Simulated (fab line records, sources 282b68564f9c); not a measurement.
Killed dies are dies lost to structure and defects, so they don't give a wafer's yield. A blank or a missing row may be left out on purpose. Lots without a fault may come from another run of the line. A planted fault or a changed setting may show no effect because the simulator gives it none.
fab line records | flow rit_cmos
record lots=6 wafers=18 last_day=7
route steps=202 shown REOX@99 NLDD@103 PLDD@114 SPACER@125 NSD@131 M1@202
lots that met no fault: from a run of the same line without faults
start_h: hours from the record's first day to the start of the lot's first wafer shown | wait_h: hours since the lot's step before | " the same as in the row above | L1.1+2: a row that stands for several wafers | - no value, or no start given | * or withheld: withheld | < > ~ a bound
route shown NAME@n: a module of which the file shows steps, and the number in the route of the first | usual: mean/standard deviation of fault-free wafers | same: alike in all rows | chamber/n: place in a boat | sites: the reading at each site | _std_site: their standard deviation | _edge_site: outer sites' mean less inner sites' | radius_mm: how far each site lies from the wafer's centre | mask NAME#n: copy n | behind: the tool/chamber that last shaped the wafer | hold: why the lot was held/for how many hours/how that ended | device: the transistor (n, p or np) that didn't switch | end of line: the same wafers' tests at the end of the route | a step without rows: its recipe alone | killed: dies lost to structure and defects at the first sort, not the wafer's yield | map: a wafer's dies, x killed, . not, _ none there
set.NAME: the setting as run; set.NAME@STEP: as run at that earlier step | model.NAME: the simulator's own value behind a step, which no gauge read
lots at some steps of the route; a table a step, a row a wafer
services: from which hour (start_h, from the record's first day; less than 0 if before it) a tool's chamber was out of use, for how many hours, and why
## steps
# step RIT_REOX_CLEAN_01
# recipe chemistry=dHF dilution=50:1 time_s=30
# step RIT_REOX_CLEAN_02
# recipe chemistry=SC2 mix=3:3:50 time_s=600 temp_c=75 dry=n2_spin
# step RIT_REOX_OXIDATION_03
# recipe temp_c=900 ambient=O2 target_thk_a=252 ox_time_s=5580
# step RIT_REOX_THK_MEAS_04
# recipe reads=SiO2_of_REOX_OXIDATION_03
# usual REOX_OXIDE_THK=25.0/0.47
# columns lot.wafer tool chamber start_h wait_h REOX_OXIDE_THK[nm]
L171.1 film_metro-01 - 62.33 0.0 24.5
L171.3 " - " " 24.2
L171.5 " - " " 24.3
L178.3 film_metro-03 - 84.60 0.0 24.8
L178.5 " - " " 25.2
L178.6 " - " " 24.9
L182.1 film_metro-01 - 104.60 0.0 25.3
L182.3 " - " " 25.2
L182.5 " - " " 24.9
L185.1 film_metro-03 - 116.94 0.0 25.2
L185.4 " - " " 25.0
L185.5 " - " " 25.7
L186.1 film_metro-01 - 122.15 0.0 25.4
L186.4 " - " " 25.6
L186.5 " - " " 25.3
L190.3 film_metro-01 - 144.22 0.0 25.1
L190.4 " - " " 25.0
L190.6 " - " " 25.3
# step RIT_NLDD_HMDS_00
# recipe prime_time_s=60 prime_temp_c=140
# step RIT_NLDD_COAT_01
# recipe resist=NOVOLAK spin_rpm=3250 resist_thk_nm=1000
# step RIT_NLDD_SOFTBAKE_02
# recipe resist=NOVOLAK temp_c=90 time_s=60
# step RIT_NLDD_EXPOSE_03
# recipe mask_id=M7 na=0.57 target_cd_nm=40700 dose_mj=250
# step RIT_NLDD_PEB_04
# recipe resist=NOVOLAK temp_c=withheld time_s=withheld
# step RIT_NLDD_DEVELOP_05
# recipe resist=NOVOLAK develop_time_s=50 dev_temp_c=23
# step RIT_NLDD_OVL_MEAS_06
# usual NLDD_OVL=1.5/1.3
# columns lot.wafer tool chamber start_h wait_h NLDD_OVL[nm]
L171.1 overlay-01 - 63.70 - 1.7
L171.3 " - " " 2.0
L171.5 " - " " 0.9
L178.3 overlay-02 - 85.64 - 2.6
L178.5 " - " " 3.2
L178.6 " - " " 0.7
L182.1 overlay-01 - 105.51 - 0.5
L182.3 " - " " -1.1
L182.5 " - " " 1.2
L185.1 overlay-02 - 117.98 - 4.2
L185.4 " - " " 2.4
L185.5 " - " " 2.3
L186.1 overlay-02 - 123.19 - 2.9
L186.4 " - " " 2.3
L186.5 " - " " -0.8
L190.3 overlay-02 - 145.25 - 0.6
L190.4 " - " " -0.5
L190.6 " - " " -0.9
# step RIT_NLDD_HARDBAKE_07
# recipe resist=NOVOLAK temp_c=140 time_s=60
# step RIT_NLDD_IMPLANT_08
# recipe species=P energy_kev=20 dose_cm2=5e+14 tilt_deg=7
# usual dose_ions_cm2=4.999e+14/6.1e+11 faraday_current_uA=1568/30
# same implant_ion_amu=31
# columns lot.wafer tool chamber start_h wait_h dose_ions_cm2 faraday_current_uA
L171.1 implanter-04 0 64.00 0.1 5.001e+14 1571
L171.3 " 0 " " 5.002e+14 1612
L171.5 " 0 " " 4.999e+14 1577
L178.3 implanter-03 0 85.86 0.1 5.006e+14 1502
L178.5 " 0 " " 5.009e+14 1606
L178.6 " 0 " " 5.012e+14 1581
L182.1 implanter-04 0 105.70 0.1 8.07e+14 2559
L182.3 " 0 " " 8.082e+14 2533
L182.5 " 0 " " 8.076e+14 2465
L185.1 implanter-01 0 118.42 0.1 4.994e+14 1538
L185.4 " 0 " " 4.992e+14 1546
L185.5 " 0 " " 4.993e+14 1590
L186.1 implanter-04 0 123.38 0.1 8.087e+14 2613
L186.4 " 0 " " 8.084e+14 2594
L186.5 " 0 " " 8.078e+14 2400
L190.3 implanter-01 0 145.47 0.1 5.001e+14 1616
L190.4 " 0 " " 4.992e+14 1562
L190.6 " 0 " " 4.988e+14 1573
# step RIT_NLDD_STRIP_09
# recipe chemistry=O2 time_s=180 resist=NOVOLAK platen_temp_c=withheld power_w=500 pressure_mtorr=4000 o2_flow_sccm=4000
# usual drypump_motor_current_A=6.0/0.4
# columns lot.wafer tool chamber start_h wait_h drypump_motor_current_A rf_hours_counter_h
L171.1 plasma_asher-02 1 64.15 0.1 5.7 27
L171.3 " 0 " " 6.4 -
L171.5 " 1 " " 5.7 -
L178.3 plasma_asher-04 0 86.02 0.1 5.8 -
L178.5 " 1 " " 6.6 -
L178.6 " 0 " " 5.7 -
L182.1 plasma_asher-02 1 105.85 0.1 5.7 34
L182.3 " 1 " " 5.7 -
L182.5 " 1 " " 5.7 -
L185.1 plasma_asher-01 0 118.57 0.1 5.6 0
L185.4 " 1 " " 5.7 -
L185.5 " 1 " " 5.7 -
L186.1 plasma_asher-02 1 123.53 0.1 5.7 36
L186.4 " 0 " " 6.3 -
L186.5 " 1 " " 5.7 -
L190.3 plasma_asher-01 0 145.63 0.1 5.6 -
L190.4 " 1 " " 5.7 -
L190.6 " 0 " " 5.6 -
# step RIT_NLDD_TW_MEAS_10
# usual NLDD_TW=2493/31
# columns lot.wafer tool chamber start_h wait_h NLDD_TW
L171.1 film_metro-01 - 64.33 0.1 2455
L171.3 " - " " 2448
L171.5 " - " " 2457
L178.3 film_metro-03 - 86.16 0.1 2512
L178.5 " - " " 2524
L178.6 " - " " 2519
L182.1 film_metro-04 - 106.02 0.1 2793
L182.3 " - " " 2810
L182.5 " - " " 2788
L185.1 film_metro-04 - 118.74 0.1 2489
L185.4 " - " " 2496
L185.5 " - " " 2488
L186.1 film_metro-03 - 123.70 0.1 2845
L186.4 " - " " 2847
L186.5 " - " " 2845
L190.3 film_metro-03 - 145.77 0.1 2532
L190.4 " - " " 2524
L190.6 " - " " 2518
# step RIT_PLDD_HMDS_00
# recipe prime_time_s=60 prime_temp_c=140
# step RIT_PLDD_COAT_01
# recipe resist=NOVOLAK spin_rpm=3250 resist_thk_nm=1000
# step RIT_PLDD_SOFTBAKE_02
# recipe resist=NOVOLAK temp_c=90 time_s=60
# step RIT_PLDD_EXPOSE_03
# recipe mask_id=M8 na=0.57 target_cd_nm=40900 dose_mj=250
# step RIT_PLDD_PEB_04
# recipe resist=NOVOLAK temp_c=withheld time_s=withheld
# step RIT_PLDD_DEVELOP_05
# recipe resist=NOVOLAK develop_time_s=50 dev_temp_c=23
# step RIT_PLDD_OVL_MEAS_06
# usual PLDD_OVL=-0.4/1.4
# columns lot.wafer tool chamber start_h wait_h PLDD_OVL[nm]
L171.1 overlay-02 - 65.50 - 0.0
L171.3 " - " " -0.2
L171.5 " - " " 0.1
L178.3 overlay-02 - 87.18 - -1.6
L178.5 " - " " -2.0
L178.6 " - " " -2.2
L182.1 overlay-01 - 106.93 - -2.4
L182.3 " - " " -3.7
L182.5 " - " " -4.0
L185.1 overlay-02 - 119.78 - -1.3
L185.4 " - " " -0.8
L185.5 " - " " -1.2
L186.1 overlay-02 - 124.74 - -1.3
L186.4 " - " " -1.5
L186.5 " - " " -0.9
L190.3 overlay-01 - 146.70 - 2.1
L190.4 " - " " 1.4
L190.6 " - " " 2.2
# step RIT_PLDD_HARDBAKE_07
# recipe resist=NOVOLAK temp_c=140 time_s=60
# step RIT_PLDD_IMPLANT_08
# recipe species=BF2 energy_kev=20 dose_cm2=9e+14 tilt_deg=7
# step RIT_PLDD_STRIP_09
# recipe chemistry=O2 time_s=180 resist=NOVOLAK platen_temp_c=withheld power_w=500 pressure_mtorr=4000 o2_flow_sccm=4000
# usual drypump_motor_current_A=6.0/0.35
# columns lot.wafer tool chamber start_h wait_h drypump_motor_current_A rf_hours_counter_h
L171.1 plasma_asher-03 0 65.84 0.1 5.7 39
L171.3 " 1 " " 6.0 -
L171.5 " 0 " " 5.7 -
L178.3 plasma_asher-04 0 87.57 0.1 5.7 -
L178.5 " 0 " " 5.7 -
L178.6 " 1 " " 6.6 -
L182.1 plasma_asher-03 0 107.48 0.1 5.7 45
L182.3 " 1 " " 6.0 -
L182.5 " 1 " " 6.0 -
L185.1 plasma_asher-03 0 120.13 0.1 5.7 47
L185.4 " 0 " " 5.7 -
L185.5 " 0 " " 5.7 -
L186.1 plasma_asher-02 1 125.07 0.1 5.7 36
L186.4 " 1 " " 5.6 -
L186.5 " 1 " " 5.7 -
L190.3 plasma_asher-04 1 147.08 0.1 6.6 -
L190.4 " 0 " " 5.7 -
L190.6 " 0 " " 5.7 -
# step RIT_PLDD_TW_MEAS_10
# usual PLDD_TW=2351/27
# columns lot.wafer tool chamber start_h wait_h PLDD_TW
L171.1 film_metro-03 - 66.01 0.1 2373
L171.3 " - " " 2382
L171.5 " - " " 2392
L178.3 film_metro-03 - 87.70 0.1 2377
L178.5 " - " " 2362
L178.6 " - " " 2383
L182.1 film_metro-04 - 107.66 0.1 2351
L182.3 " - " " 2338
L182.5 " - " " 2354
L185.1 film_metro-04 - 120.30 0.1 2324
L185.4 " - " " 2336
L185.5 " - " " 2331
L186.1 film_metro-04 - 125.25 0.1 2342
L186.4 " - " " 2326
L186.5 " - " " 2339
L190.3 film_metro-01 - 147.22 0.1 2310
L190.4 " - " " 2322
L190.6 " - " " 2318
# step RIT_SPACER_CLEAN_00
# recipe chemistry=SC1 mix=3:3:50 time_s=600 temp_c=75
# step RIT_SPACER_CLEAN_01
# recipe chemistry=dHF dilution=50:1 time_s=30
# step RIT_SPACER_CLEAN_02
# recipe chemistry=SC2 mix=3:3:50 time_s=600 temp_c=75 dry=n2_spin
# step RIT_SPACER_CVD_03
# recipe material=Si3N4 target_thk_nm=250 temp_c=810 precursor=SiH2Cl2/NH3 time_s=3300 pressure_mtorr=300 sih2cl2_flow_sccm=60 nh3_flow_sccm=150
# step RIT_SPACER_THK_MEAS_04
# recipe reads=Si3N4_of_SPACER_CVD_03
# usual SPACER_NITRIDE_THK=249.9/2.4
# columns lot.wafer tool chamber start_h wait_h SPACER_NITRIDE_THK[nm]
L171.1 film_metro-03 - 68.39 0.0 252.4
L171.3 " - " " 251.5
L171.5 " - " " 250.4
L178.3 film_metro-03 - 90.47 0.0 251.8
L178.5 " - " " 254.6
L178.6 " - " " 252.1
L182.1 film_metro-02 - 110.00 0.0 251.0
L182.3 " - " " 251.5
L182.5 " - " " 251.4
L185.1 film_metro-02 - 122.66 0.0 248.4
L185.4 " - " " 250.7
L185.5 " - " " 249.7
L186.1 film_metro-02 - 127.66 0.0 250.1
L186.4 " - " " 250.1
L186.5 " - " " 250.0
L190.3 film_metro-04 - 149.59 0.0 246.8
L190.4 " - " " 246.7
L190.6 " - " " 246.2
# step RIT_SPACER_ETCHBACK_05
# recipe target_depth_a=2500 SF6_flow_sccm=30 CHF3_flow_sccm=30 target=Si3N4 chemistry=SF6/CHF3 pressure_mtorr=40 rf_w=250 time_s=240 stop_on=SiO2
# usual drypump_motor_current_A=5.6/0.5 oes_product_au=0.851/0.011 throttle_valve_pct=10.29/0.1
# columns lot.wafer tool chamber start_h wait_h drypump_motor_current_A oes_product_au rf_hours_counter_h throttle_valve_pct
L171.1 rie_diel-04 0 68.45 0.1 5.7 0.866 3 10.18
L171.3 " 2 " " 5.4 0.834 145 10.27
L171.5 " 3 " " 5.9 0.848 - 10.27
L178.3 rie_diel-02 1 90.51 0.0 5.8 0.848 0 10.20
L178.5 " 1 " " 5.9 0.850 - 10.22
L178.6 " 0 " " 5.3 0.856 - 10.24
L182.1 rie_diel-03 2 110.06 0.1 5.8 0.858 50 10.41
L182.3 " 3 " " 4.8 0.847 1 10.31
L182.5 " 0 " " 5.6 0.862 - 10.45
L185.1 rie_diel-03 0 122.72 0.1 5.7 0.869 132 10.43
L185.4 " 1 " " 6.2 0.834 79 10.21
L185.5 " 3 " " 4.8 0.852 - 10.32
L186.1 rie_diel-03 3 127.72 0.1 4.8 0.847 2 10.30
L186.4 " 0 " " 5.6 0.855 132 10.44
L186.5 " 0 " " 5.6 0.858 - 10.44
L190.3 rie_diel-03 1 149.63 0.0 6.2 0.824 80 10.20
L190.4 " 0 " " 5.6 0.850 133 10.44
L190.6 " 2 " " 5.8 0.852 - 10.41
# step RIT_NSD_HMDS_00
# recipe prime_time_s=60 prime_temp_c=140
# step RIT_NSD_COAT_01
# recipe resist=NOVOLAK spin_rpm=3250 resist_thk_nm=1000
# step RIT_NSD_SOFTBAKE_02
# recipe resist=NOVOLAK temp_c=90 time_s=60
# step RIT_NSD_EXPOSE_03
# recipe mask_id=M9 na=0.57 target_cd_nm=40700 dose_mj=250
# step RIT_NSD_PEB_04
# recipe resist=NOVOLAK temp_c=withheld time_s=withheld
# step RIT_NSD_DEVELOP_05
# recipe resist=NOVOLAK develop_time_s=50 dev_temp_c=23
# step RIT_NSD_OVL_MEAS_06
# usual NSD_OVL=0.2/1.4
# columns lot.wafer tool chamber start_h wait_h NSD_OVL[nm]
L171.1 overlay-02 - 69.73 - 1.3
L171.3 " - " " 0.0
L171.5 " - " " 0.9
L178.3 overlay-02 - 91.64 - 0.7
L178.5 " - " " 1.0
L178.6 " - " " 0.0
L182.1 overlay-01 - 111.19 - -1.6
L182.3 " - " " -1.1
L182.5 " - " " -3.5
L185.1 overlay-02 - 123.72 - -2.1
L185.4 " - " " -1.4
L185.5 " - " " 0.5
L186.1 overlay-01 - 128.84 - 0.6
L186.4 " - " " 0.4
L186.5 " - " " 2.2
L190.3 overlay-02 - 150.65 - -0.1
L190.4 " - " " 0.3
L190.6 " - " " 1.8
# step RIT_NSD_HARDBAKE_07
# recipe resist=NOVOLAK temp_c=140 time_s=60
# step RIT_NSD_IMPLANT_08
# recipe species=P energy_kev=25 dose_cm2=1e+15 tilt_deg=7
# step RIT_NSD_STRIP_09
# recipe chemistry=O2 time_s=180 resist=NOVOLAK platen_temp_c=withheld power_w=500 pressure_mtorr=4000 o2_flow_sccm=4000
# usual drypump_motor_current_A=5.9/0.37
# columns lot.wafer tool chamber start_h wait_h drypump_motor_current_A rf_hours_counter_h
L171.1 plasma_asher-01 0 70.07 0.1 5.6 40
L171.3 " 0 " " 5.6 -
L171.5 " 0 " " 5.6 -
L178.3 plasma_asher-03 1 92.03 0.1 6.0 -
L178.5 " 1 " " 6.0 -
L178.6 " 0 " " 5.7 -
L182.1 plasma_asher-04 1 111.52 0.1 6.6 47
L182.3 " 1 " " 6.6 -
L182.5 " 1 " " 6.6 -
L185.1 plasma_asher-04 1 124.06 0.1 6.6 49
L185.4 " 1 " " 6.6 -
L185.5 " 1 " " 6.6 -
L186.1 plasma_asher-04 1 129.18 0.1 6.6 49
L186.4 " 0 " " 5.7 -
L186.5 " 1 " " 6.6 -
L190.3 plasma_asher-01 0 151.03 0.1 5.6 -
L190.4 " 1 " " 5.7 -
L190.6 " 1 " " 5.7 -
# step RIT_SDANNEAL_RS_MEAS_07
# recipe thk_meas_gauge=four-point-probe
# usual NLDD_RS=151.5/0.55
# columns lot.wafer tool chamber start_h wait_h NLDD_RS[ohm/sq]
L171.1 film_metro-01 - 72.78 0.1 152.3
L171.3 " - " " 152.3
L171.5 " - " " 151.5
L178.3 film_metro-04 - 94.96 0.1 151.5
L178.5 " - " " 151.7
L178.6 " - " " 151.9
L182.1 film_metro-01 - 114.19 0.1 102.7
L182.3 " - " " 102.5
L182.5 " - " " 102.7
L185.1 film_metro-04 - 126.53 0.1 150.6
L185.4 " - " " 150.5
L185.5 " - " " 150.7
L186.1 film_metro-01 - 131.65 0.1 102.4
L186.4 " - " " 102.2
L186.5 " - " " 102.1
L190.3 film_metro-03 - 153.47 0.1 151.3
L190.4 " - " " 151.3
L190.6 " - " " 151.7
# step RIT_M1_PROBE_99
# usual killed_at_contacts=0.1/0.38 killed_at_front_end=7/3.2 killed_dies=7/3.2 killed_open=3.6/2.1 killed_short=3.5/2
# same gross_dies=264 killed_at_M0_to_M3=0 killed_at_M4_up=0 killed_at_back_side=0 killed_at_other=0
# columns lot.wafer tool chamber start_h wait_h killed_at_contacts killed_at_front_end killed_dies killed_open killed_short model.etest.nmos_0p3.r_on_ohm_um model.etest.nmos_0p15.r_on_ohm_um model.etest.nldd.rs_ohm_sq model.etest.nmos_turned.drive_ua_um model.etest.nmos_0p15.drive_ua_um model.etest.nldd.line_ohm_um model.etest.nmos_narrow.drive_ua_um model.etest.nmos_0p3.drive_ua_um
L171.1 prober-01 - 80.74 0.1 0 8 8 2 6 2118 1102 372 339.3 486.5 113.8 232.4 231.1
L171.3 prober-01 - 80.84 0.2 0 10 10 5 5 2092 1076 364.9 351 497.1 116.3 234.8 234.8
L171.5 prober-01 - 80.94 0.2 0 4 4 4 0 2090 1097 363.8 348.4 502.6 113.7 238.2 237.4
L178.3 prober-02 - 102.56 0.2 3 5 8 5 1 2140 1128 382.6 318.1 458.6 119.6 230.7 229.4
L178.5 prober-02 - 102.66 0.2 2 10 12 6 4 2148 1122 393.7 303.8 458.6 120.7 225.3 222.6
L178.6 prober-02 - 102.71 0.2 0 4 4 2 2 2170 1148 384.6 316.2 465.7 119.9 226.9 226.9
L182.1 prober-01 - 121.37 0.1 0 8 8 4 4 1918 891.7 235.1 452 565.4 75.13 245.9 249.1
L182.3 prober-01 - 121.47 0.2 0 8 8 2 6 1883 862.2 235.2 452.6 573.1 73.83 245.6 246.6
L182.5 prober-01 - 121.57 0.2 0 6 6 3 3 1895 859.8 230.9 455.8 571.1 71.81 248.6 245.5
L185.1 prober-02 - 135.01 0.1 0 6 6 2 4 2147 1109 373.6 339.3 481.5 115.5 231.9 227.2
L185.4 prober-02 - 135.16 0.2 0 7 7 4 3 2134 1102 369.2 344.4 486.1 115.5 234.9 229.2
L185.5 prober-02 - 135.21 0.2 0 7 7 4 3 2138 1088 385.8 330.6 483.3 121 230.7 227.1
L186.1 prober-01 - 139.76 0.1 0 8 8 6 2 1919 898.3 248.2 432.1 548.4 77.45 237.6 242.5
L186.4 prober-01 - 139.91 0.2 0 7 7 4 3 1918 895.2 249.7 446.4 568.6 79.93 245.4 246.7
L186.5 prober-01 - 139.96 0.2 0 7 7 4 3 1931 910.8 245 441.5 558.7 77.66 241.1 245.2
L190.3 prober-01 - 161.54 0.2 0 11 11 5 6 2150 1134 366.8 331.8 486.3 115.7 231.8 231.8
L190.4 prober-01 - 161.59 0.2 0 5 5 4 1 2155 1118 364.4 330.2 480.8 114.8 226.5 227
L190.6 prober-01 - 161.69 0.2 0 9 9 3 6 2144 1121 373.3 330.6 484.5 117.9 225.8 226.9
# killed by level:class
L171.1 SPACER:geometric_particle:short=3 GATE:geometric_particle:short=2 GATE:geometric_particle:open=1 SPACER:geometric_particle:open=1 SILICIDE:geometric_particle:short=1
L171.3 SPACER:geometric_particle:short=3 GATE:geometric_particle:open=2 FOX2:geometric_particle:short=1 GATE:geometric_particle:short=1 REOX:geometric_particle:open=1 SPACER:geometric_particle:open=1 SILICIDE:geometric_particle:open=1
L171.5 FOX2:geometric_particle:open=1 REOX:geometric_particle:open=1 SPACER:geometric_particle:open=1 SILICIDE:geometric_particle:open=1
L178.3 SILICIDE:geometric_particle:open=2 CONTACT:coat_microbubble_printed=2 FOX2:geometric_particle:open=1 GATE:geometric_particle:open=1 SILICIDE:geometric_particle:short=1 CONTACT:geometric_particle:open=1
L178.5 GATE:geometric_particle:open=3 SILICIDE:geometric_particle:short=3 SPACER:geometric_particle:open=2 CONTACT:coat_microbubble_printed=2 GATE:geometric_particle:short=1 REOX:geometric_particle:open=1
L178.6 GATE:geometric_particle:short=2 GATE:geometric_particle:open=1 SPACER:geometric_particle:open=1
L182.1 GATE:geometric_particle:open=3 SPACER:geometric_particle:short=3 GATE:geometric_particle:short=1 SPACER:geometric_particle:open=1
L182.3 GATE:geometric_particle:open=2 SPACER:geometric_particle:short=2 SILICIDE:geometric_particle:short=2 FOX1:geometric_particle:short=1 FOX2:geometric_particle:short=1
L182.5 GATE:geometric_particle:short=2 GATE:geometric_particle:open=2 FOX1:geometric_particle:open=1 FOX2:geometric_particle:short=1
L185.1 FOX2:geometric_particle:short=1 FOX2:geometric_particle:open=1 GATE:geometric_particle:short=1 SPACER:geometric_particle:open=1 SPACER:geometric_particle:short=1 SILICIDE:geometric_particle:short=1
L185.4 SPACER:geometric_particle:open=3 GATE:geometric_particle:short=2 SPACER:geometric_particle:short=1 SILICIDE:geometric_particle:open=1
L185.5 GATE:geometric_particle:open=3 GATE:geometric_particle:short=2 SILICIDE:geometric_particle:open=1 SILICIDE:geometric_particle:short=1
L186.1 GATE:geometric_particle:open=2 REOX:geometric_particle:open=2 FOX1:geometric_particle:short=1 FOX1:geometric_particle:open=1 GATE:geometric_particle:short=1 SILICIDE:geometric_particle:open=1
L186.4 GATE:geometric_particle:short=2 GATE:geometric_particle:open=2 FOX1:geometric_particle:open=1 REOX:geometric_particle:short=1 REOX:geometric_particle:open=1
L186.5 GATE:geometric_particle:open=2 GATE:geometric_particle:short=2 REOX:geometric_particle:short=1 SPACER:geometric_particle:open=1 SILICIDE:geometric_particle:open=1
L190.3 GATE:geometric_particle:short=4 GATE:geometric_particle:open=3 FOX1:geometric_particle:open=1 REOX:geometric_particle:short=1 SILICIDE:geometric_particle:short=1 SILICIDE:geometric_particle:open=1
L190.4 SPACER:geometric_particle:open=2 GATE:geometric_particle:open=1 SPACER:geometric_particle:short=1 SILICIDE:geometric_particle:open=1
L190.6 SPACER:geometric_particle:short=3 SILICIDE:geometric_particle:open=2 FOX1:geometric_particle:short=1 GATE:geometric_particle:open=1 GATE:geometric_particle:short=1 REOX:geometric_particle:short=1
## services
# columns tool chamber start_h hours kind
plasma_asher-03 - 43.92 2.2 repair
rie_diel-03 3 45.29 - clean
rie_diel-03 3 45.29 21.4 scheduled_down
rie_diel-03 3 45.29 21.4 vent_cycle
implanter-03 - 45.43 5.1 repair
rie_diel-04 0 54.08 5.1 repair
plasma_asher-04 - 57.13 14.6 pm
rie_diel-02 2 63.92 9.9 repair
rie_diel-04 1 74.42 8.0 repair
implanter-04 - 78.57 3.8 pm
plasma_asher-01 - 80.55 13.0 repair
rie_diel-03 - 85.52 0.1 repair
rie_diel-02 3 91.86 8.2 repair
rie_diel-03 - 93.43 0.5 repair
plasma_asher-01 - 108.75 9.0 pm
plasma_asher-01 0 108.75 9.0 vent_cycle
plasma_asher-01 1 108.75 9.0 vent_cycle
rie_diel-04 - 118.41 14.6 pm
implanter-03 - 119.76 7.8 repair
implanter-04 - 133.82 3.4 pm
rie_diel-02 1 144.08 4.5 repair
rie_diel-02 3 145.07 5.7 repair
plasma_asher-03 - 145.20 0.4 repair
implanter-03 - 147.86 17.0 repair
## key
first_sign step=RIT_NLDD_IMPLANT_08 reading=dose_ions_cm2 direction=up sigmas=99+ usual=4.999e+14 struck=8.079e+14
effect step=RIT_NLDD_IMPLANT_08 reading=faraday_current_uA direction=up sigmas=32 usual=1568 struck=2527
effect step=RIT_NLDD_TW_MEAS_10 reading=NLDD_TW direction=up sigmas=11 usual=2493 struck=2821
effect step=RIT_SDANNEAL_RS_MEAS_07 reading=NLDD_RS direction=down sigmas=89 usual=151.5 struck=102.4
model_effect step=RIT_M1_PROBE_99 value=etest.nmos_0p3.r_on_ohm_um without=2110 struck=1911
met_at RIT_NLDD_IMPLANT_08
struck_wafers L182.1,L182.3,L182.5,L186.1,L186.4,L186.5
tester_left_out L182,L186
onset_between 64.00 105.70
fault kind=process_parameter_drift tool=implanter-04 chamber=- onset_h=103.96 steps=RIT_NLDD_IMPLANT_08 channel=dose_cm2 offset=3.0767e+14 shape=step end_h=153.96 acts_in=these_recipes_only stated=5e+14
# tester_left_out: of these lots the tester's yield and bins aren't shown, on N5 and GAA mostly nor the transistor test; their killed dies are dies lost to structure and defects alone, not to doping, threshold or leakage, so they don't give the yield
